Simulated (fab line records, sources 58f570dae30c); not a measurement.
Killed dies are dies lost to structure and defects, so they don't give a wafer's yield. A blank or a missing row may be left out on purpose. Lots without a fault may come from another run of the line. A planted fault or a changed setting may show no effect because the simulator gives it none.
Chamber matching | flow berkeley_cmos170 | UCB170_V2_CMP_02 on cmp-02: 4 sister chambers
The step polishes SiO2. 16 wafers are shown with their chamber, then 8 later ones without.

WAFERS WITH THEIR CHAMBER
wafer  | chamber | motor_current_A (A) | head_pressure_psi (psi)
L977.1 | 3       | 16.4                | 6.000
L977.4 | 1       | 18.3                | 6.005
L977.5 | 2       | 13.7                | 5.992
L979.1 | 0       | 17.3                | 6.001
L979.3 | 2       | 14.4                | 6.023
L979.6 | 1       | 18.2                | 6.001
L982.1 | 2       | 13.9                | 5.975
L982.2 | 3       | 15.6                | 5.986
L982.6 | 1       | 17.5                | 5.981
L984.3 | 2       | 14.0                | 6.024
L984.4 | 1       | 17.3                | 6.000
L984.6 | 2       | 13.8                | 6.013
L986.1 | 3       | 15.7                | 6.038
L986.4 | 1       | 18.8                | 5.994
L986.6 | 0       | 18.2                | 6.013
L989.3 | 3       | 15.8                | 6.008

SIGNATURES (means of the wafers above)
reading           | chamber 0 | chamber 1 | chamber 2 | chamber 3 | scatter within a chamber
motor_current_A   | 17.750    | 18.020    | 13.960    | 15.875    | 0.465
head_pressure_psi | 6.00700   | 5.99620   | 6.00540   | 6.00800   | 0.0175
Rule: a wafer's distance from a chamber is the root of the sum, over the readings, of the square of ((its reading less the chamber's mean) divided by the reading's scatter). The wafer belongs to the nearest chamber; if the next one is less than 2 further off, it can't be placed. The scatter: the root of (the sum of the squares of (reading less its chamber's mean) over the shown wafers, divided by (wafers less chambers)).

WAFERS WITHOUT THEIR CHAMBER
wafer  | motor_current_A (A) | head_pressure_psi (psi)
L989.4 | 17.0                | 5.998
L989.5 | 15.4                | 6.005
L994.3 | 14.5                | 5.998
L994.5 | 16.4                | 6.016
L994.6 | 18.2                | 6.007
L996.1 | 18.3                | 6.007
L996.3 | 16.3                | 6.029
L996.6 | 18.2                | 6.000

WHICH CHAMBER EACH WENT THROUGH
wafer  | from the rows above          | in truth
L989.4 | can't be placed: 0 or 1 or 3 | 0
L989.5 | 3                            | 3
L994.3 | can't be placed: 2 or 3      | 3
L994.5 | can't be placed: 3 or 0      | 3
L994.6 | can't be placed: 1 or 0      | 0
L996.1 | can't be placed: 1 or 0      | 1
L996.3 | can't be placed: 3 or 0      | 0
L996.6 | can't be placed: 1 or 0      | 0
Placed correctly: 1 of 8. Can't be placed from these rows: 7 (the true chamber is among the candidates in 7). Placed wrongly: 0.
